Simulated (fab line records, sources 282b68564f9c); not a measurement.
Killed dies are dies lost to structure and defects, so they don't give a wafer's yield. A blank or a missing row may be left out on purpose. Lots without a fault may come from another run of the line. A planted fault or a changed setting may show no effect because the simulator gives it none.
fab line records | flow rit_cmos
record lots=6 wafers=18 last_day=8
route steps=202 shown GATE@89 REOX@98 NLDD@103 PLDD@114 SPACER@125 M1@202
lots that met no fault: from a run of the same line without faults
start_h: hours from the record's first day to the start of the lot's first wafer shown | wait_h: hours since the lot's step before | " the same as in the row above | L1.1+2: a row that stands for several wafers | - no value, or no start given | * or withheld: withheld | < > ~ a bound
route shown NAME@n: a module of which the file shows steps, and the number in the route of the first | usual: mean/standard deviation of fault-free wafers | same: alike in all rows | chamber/n: place in a boat | sites: the reading at each site | _std_site: their standard deviation | _edge_site: outer sites' mean less inner sites' | radius_mm: how far each site lies from the wafer's centre | mask NAME#n: copy n | behind: the tool/chamber that last shaped the wafer | hold: why the lot was held/for how many hours/how that ended | device: the transistor (n, p or np) that didn't switch | end of line: the same wafers' tests at the end of the route | a step without rows: its recipe alone | killed: dies lost to structure and defects at the first sort, not the wafer's yield | map: a wafer's dies, x killed, . not, _ none there
set.NAME: the setting as run; set.NAME@STEP: as run at that earlier step | model.NAME: the simulator's own value behind a step, which no gauge read
lots at some steps of the route; a table a step, a row a wafer
services: from which hour (start_h, from the record's first day; less than 0 if before it) a tool's chamber was out of use, for how many hours, and why
## steps
# step RIT_GATE_EXPOSE_13
# recipe mask_id=M6 na=0.6 source_shape=conventional sigma_outer=0.6 target_cd_nm=150 dose_mj=380
# step RIT_GATE_PEB_14
# recipe resist=NOVOLAK temp_c=withheld time_s=withheld
# step RIT_GATE_DEVELOP_15
# recipe resist=NOVOLAK develop_time_s=50 dev_temp_c=23
# step RIT_GATE_CD_MEAS_16
# recipe target_cd_nm=150
# usual cd_nm=149.1/2.2
# columns lot.wafer tool chamber start_h wait_h cd_nm
L641.2 cd_sem-01 - 66.57 - 148.6
L641.3 " - " " 150.5
L641.4 " - " " 149.1
L645.2 cd_sem-01 - 88.72 - 149.2
L645.4 " - " " 148.6
L645.5 " - " " 152.1
L646.1 cd_sem-01 - 90.74 - 147.5
L646.2 " - " " 150.4
L646.5 " - " " 147.7
L648.4 cd_sem-01 - 107.84 - 148.2
L648.5 " - " " 147.8
L648.6 " - " " 145.3
L656.1 cd_sem-02 - 158.18 - 149.3
L656.4 " - " " 153.3
L656.5 " - " " 150.0
L657.1 cd_sem-02 - 161.26 - 150.3
L657.2 " - " " 150.6
L657.6 " - " " 150.0
# step RIT_GATE_OVL_MEAS_17
# usual GATE_OVL=0.0/1.4
# columns lot.wafer tool chamber start_h wait_h GATE_OVL[nm]
L641.2 overlay-01 - 66.68 0.1 -1.2
L641.3 " - " " -1.2
L641.4 " - " " 0.2
L645.2 overlay-01 - 88.83 0.1 0.2
L645.4 " - " " -0.4
L645.5 " - " " 0.7
L646.1 overlay-01 - 90.86 0.1 0.3
L646.2 " - " " -0.9
L646.5 " - " " 0.9
L648.4 overlay-02 - 107.92 0.1 -1.7
L648.5 " - " " -3.8
L648.6 " - " " -1.8
L656.1 overlay-01 - 158.30 0.1 -0.9
L656.4 " - " " -1.8
L656.5 " - " " -0.5
L657.1 overlay-02 - 161.38 0.1 -0.1
L657.2 " - " " 2.2
L657.6 " - " " -0.3
# step RIT_GATE_HARDBAKE_18
# recipe resist=NOVOLAK temp_c=140 time_s=60
# step RIT_GATE_ETCH_19
# recipe chemistry=SF6/CHF3/O2 time_s=165 SF6_flow_sccm=30 CHF3_flow_sccm=30 O2_flow_sccm=5 target=poly-Si pressure_mtorr=40 rf_w=160 target_depth_a=3125 over_etch_frac=0.25 stop_on=SiO2
# usual SF6_flow_sccm=30.00/0.091 drypump_motor_current_A=5.54/0.28 he_backside_leak_sccm=2.8/0.47 oes_product_au=0.849/0.016 throttle_valve_pct=10.24/0.06
# columns lot.wafer tool chamber start_h wait_h SF6_flow_sccm drypump_motor_current_A he_backside_leak_sccm oes_product_au rf_hours_counter_h throttle_valve_pct
L641.2 rie_si-02 2 66.96 0.1 30.01 5.12 2.8 0.858 98 10.22
L641.3 " 3 " " 30.09 5.45 2.9 0.833 1 10.24
L641.4 " 0 " " 30.06 5.34 2.5 0.837 146 10.21
L645.2 rie_si-02 2 89.01 0.1 29.93 5.09 2.8 0.849 98 10.22
L645.4 " 1 " " 29.77 5.98 3.0 0.876 - 10.19
L645.5 " 3 " " 30.04 5.45 2.6 0.823 - 10.24
L646.1 rie_si-01 2 91.05 0.1 29.99 5.78 2.6 0.864 0 10.33
L646.2 " 0 " " 29.95 5.85 2.8 0.844 141 10.27
L646.5 " 2 " " 29.98 5.77 2.8 0.846 - 10.32
L648.4 rie_si-01 2 108.09 0.1 30.12 5.77 2.7 0.852 0 10.31
L648.5 " 2 " " 30.00 5.78 2.7 0.848 - 10.31
L648.6 " 1 " " 30.02 5.58 2.6 0.833 - 10.32
L656.1 rie_si-01 1 158.49 0.1 29.93 5.58 2.3 0.848 0 10.31
L656.4 " 1 " " 30.09 5.60 2.4 0.847 - 10.30
L656.5 " 2 " " 30.02 5.76 2.6 0.842 - 10.33
L657.1 rie_si-02 2 161.66 0.1 29.95 5.11 2.6 0.856 98 10.20
L657.2 " 3 " " 29.76 5.43 2.7 0.836 2 10.25
L657.6 " 3 " " 29.94 5.42 2.8 0.832 - 10.24
# step RIT_GATE_STRIP_20
# recipe chemistry=O2 time_s=180 resist=NOVOLAK platen_temp_c=withheld power_w=500 pressure_mtorr=4000 o2_flow_sccm=4000
# usual drypump_motor_current_A=5.9/0.49
# columns lot.wafer tool chamber start_h wait_h drypump_motor_current_A rf_hours_counter_h
L641.2 plasma_asher-03 0 67.06 0.1 6.0 43
L641.3 " 0 " " 6.0 -
L641.4 " 1 " " 6.8 -
L645.2 plasma_asher-04 1 89.11 0.1 5.4 45
L645.4 " 1 " " 5.4 -
L645.5 " 1 " " 5.4 -
L646.1 plasma_asher-01 0 91.16 0.1 5.4 28
L646.2 " 1 " " 5.8 28
L646.5 " 1 " " 5.8 -
L648.4 plasma_asher-03 0 108.25 0.1 6.0 -
L648.5 " 0 " " 6.0 -
L648.6 " 1 " " 6.8 -
L656.1 plasma_asher-01 0 158.60 0.1 5.4 34
L656.4 " 1 " " 5.8 -
L656.5 " 1 " " 5.8 -
L657.1 plasma_asher-01 1 161.77 0.1 5.8 35
L657.2 " 0 " " 5.4 35
L657.6 " 1 " " 5.9 -
# step RIT_GATE_CD_MEAS_90
# recipe target_cd_nm=150
# usual cd_nm=149.1/2.2
# columns lot.wafer tool chamber start_h wait_h cd_nm
L641.2 cd_sem-01 - 67.26 0.1 148.9
L641.3 " - " " 150.3
L641.4 " - " " 148.9
L645.2 cd_sem-02 - 89.31 0.1 149.3
L645.4 " - " " 148.5
L645.5 " - " " 151.6
L646.1 cd_sem-02 - 91.33 0.1 147.5
L646.2 " - " " 150.5
L646.5 " - " " 147.6
L648.4 cd_sem-02 - 108.43 0.1 147.9
L648.5 " - " " 148.5
L648.6 " - " " 145.6
L656.1 cd_sem-01 - 158.77 0.1 149.8
L656.4 " - " " 153.0
L656.5 " - " " 150.5
L657.1 cd_sem-02 - 161.94 0.1 150.2
L657.2 " - " " 150.9
L657.6 " - " " 150.2
# step RIT_REOX_CLEAN_00
# recipe chemistry=SC1 mix=3:3:50 time_s=600 temp_c=75
# step RIT_REOX_CLEAN_01
# recipe chemistry=dHF dilution=50:1 time_s=30
# step RIT_REOX_CLEAN_02
# recipe chemistry=SC2 mix=3:3:50 time_s=600 temp_c=75 dry=n2_spin
# step RIT_REOX_OXIDATION_03
# recipe temp_c=900 ambient=O2 target_thk_a=252 ox_time_s=5580
# usual spike_tc_centre_C=902.2/1.3 tube_center_temp_C=900/0.083 tube_center_temp_C_max=902.3/0.38
# columns lot.wafer tool chamber start_h wait_h spike_tc_centre_C tube_center_temp_C tube_center_temp_C_max model.SiO2_of_REOX_OXIDATION_03.thk_nm
L641.2 furnace-04 0 68.13 0.4 901.4 899.95 902.0 25.71
L641.3 " 0 " " 902.4 900.04 902.1 25.55
L641.4 " 0 " " 900.8 900.01 902.3 25.69
L645.2 furnace-01 0 89.78 0.0 911.3 908.14 910.6 27.74
L645.4 " 0 " " 911.1 907.85 909.9 27.7
L645.5 " 0 " " 910.4 908.02 909.9 27.52
L646.1 furnace-01 0 92.58 0.8 910.5 907.98 910.1 27.36
L646.2 " 0 " " 910.7 908.05 910.2 27.69
L646.5 " 0 " " 911.4 907.92 910.4 28.25
L648.4 furnace-04 0 109.77 0.9 901.4 900.01 902.6 25.29
L648.5 " 0 " " 900.8 899.92 902.3 25.2
L648.6 " 0 " " 901.4 899.93 902.2 25.45
L656.1 furnace-04 0 159.49 0.2 898.8 900.15 902.0 25.39
L656.4 " 0 " " 902.7 899.92 902.4 25.14
L656.5 " 0 " " 899.8 900.17 903.0 25.81
L657.1 furnace-01 0 165.12 2.7 902.1 899.95 902.4 25.23
L657.2 " 0 " " 903.1 900.1 902.2 25.01
L657.6 " 0 " " 902.0 900.03 902.1 25.54
# step RIT_REOX_THK_MEAS_04
# recipe reads=SiO2_of_REOX_OXIDATION_03
# usual REOX_OXIDE_THK=25.3/0.58
# columns lot.wafer tool chamber start_h wait_h REOX_OXIDE_THK[nm]
L641.2 film_metro-04 - 70.69 0.0 25.7
L641.3 " - " " 25.6
L641.4 " - " " 25.7
L645.2 film_metro-02 - 92.34 0.0 27.8
L645.4 " - " " 27.7
L645.5 " - " " 27.5
L646.1 film_metro-02 - 95.13 0.0 27.4
L646.2 " - " " 27.8
L646.5 " - " " 28.2
L648.4 film_metro-03 - 112.35 0.0 25.3
L648.5 " - " " 25.2
L648.6 " - " " 25.4
L656.1 film_metro-03 - 162.04 0.0 25.4
L656.4 " - " " 25.2
L656.5 " - " " 25.8
L657.1 film_metro-03 - 167.67 0.0 25.2
L657.2 " - " " 25.0
L657.6 " - " " 25.5
# step RIT_NLDD_HMDS_00
# recipe prime_time_s=60 prime_temp_c=140
# step RIT_NLDD_COAT_01
# recipe resist=NOVOLAK spin_rpm=3250 resist_thk_nm=1000
# step RIT_NLDD_SOFTBAKE_02
# recipe resist=NOVOLAK temp_c=90 time_s=60
# step RIT_NLDD_EXPOSE_03
# recipe mask_id=M7 na=0.57 target_cd_nm=40700 dose_mj=250
# step RIT_NLDD_PEB_04
# recipe resist=NOVOLAK temp_c=withheld time_s=withheld
# step RIT_NLDD_DEVELOP_05
# recipe resist=NOVOLAK develop_time_s=50 dev_temp_c=23
# step RIT_NLDD_OVL_MEAS_06
# usual NLDD_OVL=-0.5/1.6
# columns lot.wafer tool chamber start_h wait_h NLDD_OVL[nm]
L641.2 overlay-02 - 76.10 - -0.8
L641.3 " - " " -2.2
L641.4 " - " " -2.2
L645.2 overlay-01 - 93.24 - -1.6
L645.4 " - " " -1.7
L645.5 " - " " 0.5
L646.1 overlay-02 - 96.16 - -0.5
L646.2 " - " " 0.6
L646.5 " - " " 1.1
L648.4 overlay-01 - 113.37 - 1.2
L648.5 " - " " 0.4
L648.6 " - " " 1.4
L656.1 overlay-01 - 164.04 - 4.0
L656.4 " - " " 1.8
L656.5 " - " " 2.5
L657.1 overlay-02 - 168.58 - 3.1
L657.2 " - " " -0.1
L657.6 " - " " 0.4
# step RIT_NLDD_HARDBAKE_07
# recipe resist=NOVOLAK temp_c=140 time_s=60
# step RIT_NLDD_IMPLANT_08
# recipe species=P energy_kev=20 dose_cm2=5e+14 tilt_deg=7
# step RIT_NLDD_STRIP_09
# recipe chemistry=O2 time_s=180 resist=NOVOLAK platen_temp_c=withheld power_w=500 pressure_mtorr=4000 o2_flow_sccm=4000
# usual drypump_motor_current_A=5.9/0.46
# columns lot.wafer tool chamber start_h wait_h drypump_motor_current_A rf_hours_counter_h
L641.2 plasma_asher-02 1 76.43 0.1 5.5 42
L641.3 " 1 " " 5.5 -
L641.4 " 0 " " 5.9 -
L645.2 plasma_asher-03 0 93.57 0.1 6.0 45
L645.4 " 0 " " 6.0 -
L645.5 " 1 " " 6.8 -
L646.1 plasma_asher-02 1 96.50 0.1 5.5 44
L646.2 " 0 " " 5.9 44
L646.5 " 1 " " 5.5 -
L648.4 plasma_asher-03 1 113.75 0.1 6.8 -
L648.5 " 1 " " 6.8 -
L648.6 " 0 " " 6.0 -
L656.1 plasma_asher-02 0 164.37 0.1 5.9 4
L656.4 " 1 " " 5.5 -
L656.5 " 1 " " 5.4 -
L657.1 plasma_asher-01 1 168.92 0.1 5.9 36
L657.2 " 0 " " 5.4 36
L657.6 " 0 " " 5.5 -
# step RIT_NLDD_TW_MEAS_10
# usual NLDD_TW=2505/28
# columns lot.wafer tool chamber start_h wait_h NLDD_TW
L641.2 film_metro-02 - 76.61 0.1 2502
L641.3 " - " " 2504
L641.4 " - " " 2498
L645.2 film_metro-01 - 93.76 0.1 2496
L645.4 " - " " 2514
L645.5 " - " " 2515
L646.1 film_metro-02 - 96.67 0.1 2484
L646.2 " - " " 2508
L646.5 " - " " 2494
L648.4 film_metro-01 - 113.89 0.1 2467
L648.5 " - " " 2487
L648.6 " - " " 2484
L656.1 film_metro-03 - 164.55 0.1 2559
L656.4 " - " " 2543
L656.5 " - " " 2549
L657.1 film_metro-02 - 169.10 0.1 2490
L657.2 " - " " 2476
L657.6 " - " " 2486
# step RIT_PLDD_HMDS_00
# recipe prime_time_s=60 prime_temp_c=140
# step RIT_PLDD_COAT_01
# recipe resist=NOVOLAK spin_rpm=3250 resist_thk_nm=1000
# step RIT_PLDD_SOFTBAKE_02
# recipe resist=NOVOLAK temp_c=90 time_s=60
# step RIT_PLDD_EXPOSE_03
# recipe mask_id=M8 na=0.57 target_cd_nm=40900 dose_mj=250
# step RIT_PLDD_PEB_04
# recipe resist=NOVOLAK temp_c=withheld time_s=withheld
# step RIT_PLDD_DEVELOP_05
# recipe resist=NOVOLAK develop_time_s=50 dev_temp_c=23
# step RIT_PLDD_OVL_MEAS_06
# usual PLDD_OVL=-0.4/1.4
# columns lot.wafer tool chamber start_h wait_h PLDD_OVL[nm]
L641.2 overlay-02 - 77.62 - -0.5
L641.3 " - " " -3.2
L641.4 " - " " 0.4
L645.2 overlay-01 - 94.79 - -0.7
L645.4 " - " " -0.5
L645.5 " - " " 1.1
L646.1 overlay-02 - 97.58 - -2.3
L646.2 " - " " -3.2
L646.5 " - " " -2.2
L648.4 overlay-01 - 114.79 - -0.7
L648.5 " - " " 0.7
L648.6 " - " " 1.4
L656.1 overlay-01 - 165.49 - 0.5
L656.4 " - " " 0.9
L656.5 " - " " -0.9
L657.1 overlay-02 - 170.01 - 2.3
L657.2 " - " " 1.1
L657.6 " - " " 0.8
# step RIT_PLDD_HARDBAKE_07
# recipe resist=NOVOLAK temp_c=140 time_s=60
# step RIT_PLDD_IMPLANT_08
# recipe species=BF2 energy_kev=20 dose_cm2=9e+14 tilt_deg=7
# step RIT_PLDD_STRIP_09
# recipe chemistry=O2 time_s=180 resist=NOVOLAK platen_temp_c=withheld power_w=500 pressure_mtorr=4000 o2_flow_sccm=4000
# usual drypump_motor_current_A=5.9/0.47
# columns lot.wafer tool chamber start_h wait_h drypump_motor_current_A rf_hours_counter_h
L641.2 plasma_asher-02 0 77.95 0.1 5.9 42
L641.3 " 0 " " 5.9 -
L641.4 " 1 " " 5.5 -
L645.2 plasma_asher-03 1 95.12 0.1 6.8 45
L645.4 " 1 " " 6.8 -
L645.5 " 0 " " 6.0 -
L646.1 plasma_asher-03 1 97.92 0.1 6.8 46
L646.2 " 0 " " 6.0 46
L646.5 " 1 " " 6.8 -
L648.4 plasma_asher-04 0 115.17 0.1 5.8 -
L648.5 " 0 " " 5.7 -
L648.6 " 1 " " 5.4 -
L656.1 plasma_asher-03 1 165.83 0.1 6.8 52
L656.4 " 1 " " 6.8 -
L656.5 " 1 " " 6.8 -
L657.1 plasma_asher-03 0 170.34 0.1 6.0 52
L657.2 " 1 " " 6.8 52
L657.6 " 1 " " 6.8 -
# step RIT_PLDD_TW_MEAS_10
# usual PLDD_TW=2366/25
# columns lot.wafer tool chamber start_h wait_h PLDD_TW
L641.2 film_metro-03 - 78.13 0.1 2403
L641.3 " - " " 2408
L641.4 " - " " 2404
L645.2 film_metro-03 - 95.30 0.1 2402
L645.4 " - " " 2395
L645.5 " - " " 2405
L646.1 film_metro-02 - 98.09 0.1 2344
L646.2 " - " " 2355
L646.5 " - " " 2353
L648.4 film_metro-01 - 115.31 0.1 2345
L648.5 " - " " 2342
L648.6 " - " " 2331
L656.1 film_metro-02 - 166.00 0.1 2349
L656.4 " - " " 2353
L656.5 " - " " 2359
L657.1 film_metro-03 - 170.52 0.1 2409
L657.2 " - " " 2413
L657.6 " - " " 2400
# step RIT_SPACER_CLEAN_00
# recipe chemistry=SC1 mix=3:3:50 time_s=600 temp_c=75
# columns lot.wafer tool chamber start_h wait_h model.SiO2_of_REOX_OXIDATION_03.thk_nm
L641.2 wet_bench-03 1 78.18 0.0 23.7
L641.3 " 1 " " 23.54
L641.4 " 1 " " 23.68
L645.2 wet_bench-01 2 95.35 0.0 25.59
L645.4 " 2 " " 25.55
L645.5 " 2 " " 25.4
L646.1 wet_bench-04 3 98.15 0.1 25.27
L646.2 " 3 " " 25.56
L646.5 " 3 " " 26.07
L648.4 wet_bench-04 0 115.34 0.0 23.35
L648.5 " 0 " " 23.27
L648.6 " 0 " " 23.51
L656.1 wet_bench-03 3 166.06 0.1 23.42
L656.4 " 3 " " 23.2
L656.5 " 3 " " 23.81
L657.1 wet_bench-01 2 170.58 0.1 23.26
L657.2 " 2 " " 23.07
L657.6 " 2 " " 23.55
# step RIT_SPACER_CLEAN_01
# recipe chemistry=dHF dilution=50:1 time_s=30
# step RIT_M1_PROBE_99
# usual killed_at_front_end=7/3.1 killed_dies=7/3.1 killed_open=3.8/2.3 killed_short=3.2/1.9
# same gross_dies=264 killed_at_M0_to_M3=0 killed_at_M4_up=0 killed_at_back_side=0 killed_at_contacts=0 killed_at_other=0
# columns lot.wafer tool chamber start_h wait_h killed_at_front_end killed_dies killed_open killed_short model.etest.pmos_turned.r_on_ohm_um model.etest.pmos_0p3.r_on_ohm_um model.etest.pmos_0p15.r_on_ohm_um model.etest.pldd.rs_ohm_sq model.etest.nmos_0p3.r_on_ohm_um model.etest.nmos_0p15.r_on_ohm_um model.etest.nmos_turned.drive_ua_um model.etest.nldd.rs_ohm_sq
L641.2 prober-02 - 91.80 0.1 3 3 2 1 3575 6619 2849 539.4 2207 1101 304.3 391
L641.3 prober-02 - 91.85 0.2 4 4 3 1 3577 6531 2845 524.4 2212 1143 303.3 386.5
L641.4 prober-02 - 91.90 0.2 8 8 5 3 3538 6428 2781 536.7 2177 1115 304.1 388.9
L645.2 prober-02 - 108.54 0.1 6 6 2 4 3834 6472 2927 628.5 2209 1156 267.4 433.7
L645.4 prober-02 - 108.64 0.2 5 5 2 3 3791 6530 2916 630.3 2189 1128 264.4 431.9
L645.5 prober-02 - 108.69 0.2 6 6 2 4 3840 6514 2995 609.8 2240 1207 273.4 427.6
L646.1 prober-01 - 111.46 0.1 4 4 3 1 3879 6545 2944 641.7 2238 1174 266.6 417.6
L646.2 prober-01 - 111.51 0.1 8 8 3 5 3974 6518 3023 664 2228 1182 256.9 426.9
L646.5 prober-01 - 111.66 0.2 7 7 4 3 4163 6739 3084 703.1 2289 1215 245.3 436.8
L648.4 prober-01 - 128.63 0.2 6 6 5 1 3356 6205 2693 502.3 2119 1093 327.4 388.1
L648.5 prober-01 - 128.68 0.2 13 13 6 6 3382 6304 2741 496 2168 1125 327 385.3
L648.6 prober-01 - 128.73 0.2 7 7 3 3 3374 6204 2718 515 2142 1125 325 391.3
L656.1 prober-02 - 181.89 0.1 3 3 2 1 3552 6495 2851 514 2212 1161 313.7 382.4
L656.4 prober-02 - 182.04 0.2 9 9 2 7 3532 6521 2845 500.2 2178 1121 320.3 375.8
L656.5 prober-02 - 182.09 0.2 4 4 1 3 3631 6598 2908 532.4 2223 1167 305.4 386.7
L657.1 prober-01 - 184.32 0.1 3 3 1 2 3406 6316 2705 477.5 2131 1079 334.4 357.2
L657.2 prober-01 - 184.37 0.1 7 7 4 3 3384 6255 2746 470.9 2144 1126 341.6 355.7
L657.6 prober-01 - 184.57 0.2 7 7 4 3 3457 6372 2789 491.8 2193 1142 325.4 364.5
# killed by level:class
L641.2 FOX1:geometric_particle:open=1 GATE:geometric_particle:open=1 REOX:geometric_particle:short=1
L641.3 GATE:geometric_particle:open=2 FOX1:geometric_particle:short=1 FOX1:geometric_particle:open=1
L641.4 REOX:geometric_particle:open=3 FOX1:geometric_particle:short=1 GATE:geometric_particle:open=1 REOX:geometric_particle:short=1 SILICIDE:geometric_particle:open=1 SILICIDE:geometric_particle:short=1
L645.2 GATE:geometric_particle:short=2 FOX1:geometric_particle:open=1 FOX2:geometric_particle:open=1 SPACER:geometric_particle:short=1 SILICIDE:geometric_particle:short=1
L645.4 FOX2:geometric_particle:short=2 FOX2:geometric_particle:open=1 GATE:geometric_particle:short=1 GATE:geometric_particle:open=1
L645.5 REOX:geometric_particle:short=2 FOX2:geometric_particle:open=1 FOX2:geometric_particle:short=1 GATE:geometric_particle:short=1 REOX:geometric_particle:open=1
L646.1 GATE:geometric_particle:open=2 GATE:geometric_particle:short=1 SPACER:geometric_particle:open=1
L646.2 FOX1:geometric_particle:open=2 GATE:geometric_particle:short=2 REOX:geometric_particle:short=2 REOX:geometric_particle:open=1 SILICIDE:geometric_particle:short=1
L646.5 GATE:geometric_particle:short=3 GATE:geometric_particle:open=2 REOX:geometric_particle:open=1 SILICIDE:geometric_particle:open=1
L648.4 FOX1:geometric_particle:open=1 FOX2:geometric_particle:open=1 GATE:geometric_particle:open=1 GATE:geometric_particle:short=1 REOX:geometric_particle:open=1 SILICIDE:geometric_particle:open=1
L648.5 REOX:geometric_particle:open=3 SPACER:geometric_particle:short=2 SILICIDE:geometric_particle:short=2 FOX2:geometric_particle:open=1 GATE:geometric_particle:open=1 GATE:geometric_particle:short=1 REOX:geometric_particle:short=1 SPACER:geometric_particle:open=1
L648.6 FOX1:geometric_particle:open=1 FOX1:geometric_particle:short=1 FOX2:geometric_particle:short=1 GATE:geometric_particle:short=1 REOX:geometric_particle:open=1 SILICIDE:geometric_particle:open=1 NRETRO:coat_microbubble_printed=1
L656.1 FOX2:geometric_particle:short=1 GATE:geometric_particle:open=1 SILICIDE:geometric_particle:open=1
L656.4 GATE:geometric_particle:short=5 FOX1:geometric_particle:short=2 GATE:geometric_particle:open=2
L656.5 SILICIDE:geometric_particle:short=2 GATE:geometric_particle:open=1 REOX:geometric_particle:short=1
L657.1 FOX1:geometric_particle:short=1 GATE:geometric_particle:open=1 GATE:geometric_particle:short=1
L657.2 FOX2:geometric_particle:open=2 FOX2:geometric_particle:short=1 GATE:geometric_particle:short=1 GATE:geometric_particle:open=1 REOX:geometric_particle:short=1 SILICIDE:geometric_particle:open=1
L657.6 GATE:geometric_particle:open=2 SPACER:geometric_particle:short=2 GATE:geometric_particle:short=1 REOX:geometric_particle:open=1 SILICIDE:geometric_particle:open=1
## services
# columns tool chamber start_h hours kind
rie_si-02 1 52.96 6.6 repair
rie_si-02 0 72.58 18.3 repair
furnace-01 - 74.66 2.8 pm
plasma_asher-02 - 74.68 1.6 repair
wet_bench-03 - 74.90 1.9 pm
furnace-04 - 77.11 9.9 pm
wet_bench-04 - 88.83 1.9 pm
wet_bench-04 - 103.31 1.6 repair
wet_bench-03 - 107.65 11.5 repair
plasma_asher-02 - 108.75 9.0 pm
plasma_asher-02 0 108.75 9.0 vent_cycle
plasma_asher-02 1 108.75 9.0 vent_cycle
plasma_asher-02 0 117.75 - clean
plasma_asher-02 1 117.75 - clean
furnace-01 - 121.53 2.6 pm
furnace-04 - 124.60 2.8 pm
rie_si-02 0 129.10 - clean
rie_si-02 0 129.10 16.2 scheduled_down
rie_si-02 0 129.10 16.2 vent_cycle
rie_si-01 1 131.99 - clean
rie_si-01 1 131.99 21.8 scheduled_down
rie_si-01 1 131.99 21.8 vent_cycle
wet_bench-01 - 136.99 4.4 repair
plasma_asher-01 - 169.32 2.1 repair
## key
first_sign step=RIT_REOX_OXIDATION_03 reading=tube_center_temp_C direction=up sigmas=89 usual=* struck=*
effect step=RIT_REOX_OXIDATION_03 reading=tube_center_temp_C_max direction=up sigmas=21 usual=* struck=*
effect step=RIT_REOX_THK_MEAS_04 reading=REOX_OXIDE_THK direction=up sigmas=4.2 usual=25.3 struck=27.7
model_effect step=RIT_REOX_OXIDATION_03 value=SiO2_of_REOX_OXIDATION_03.thk_nm without=25.58 struck=27.71
model_effect step=RIT_SPACER_CLEAN_00 value=SiO2_of_REOX_OXIDATION_03.thk_nm without=23.6 struck=25.57
model_effect step=RIT_M1_PROBE_99 value=etest.pmos_turned.r_on_ohm_um without=3450 struck=3914
met_at RIT_REOX_OXIDATION_03
struck_wafers L645.2,L645.4,L645.5,L646.1,L646.2,L646.5
tester_left_out L645,L646
fault kind=process_parameter_drift tool=furnace-01 chamber=- onset_h=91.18 steps=RIT_REOX_OXIDATION_03 channel=temp_c offset=* shape=step end_h=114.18 acts_in=* stated=*
# tester_left_out: of these lots the tester's yield and bins aren't shown, on N5 and GAA mostly nor the transistor test; their killed dies are dies lost to structure and defects alone, not to doping, threshold or leakage, so they don't give the yield
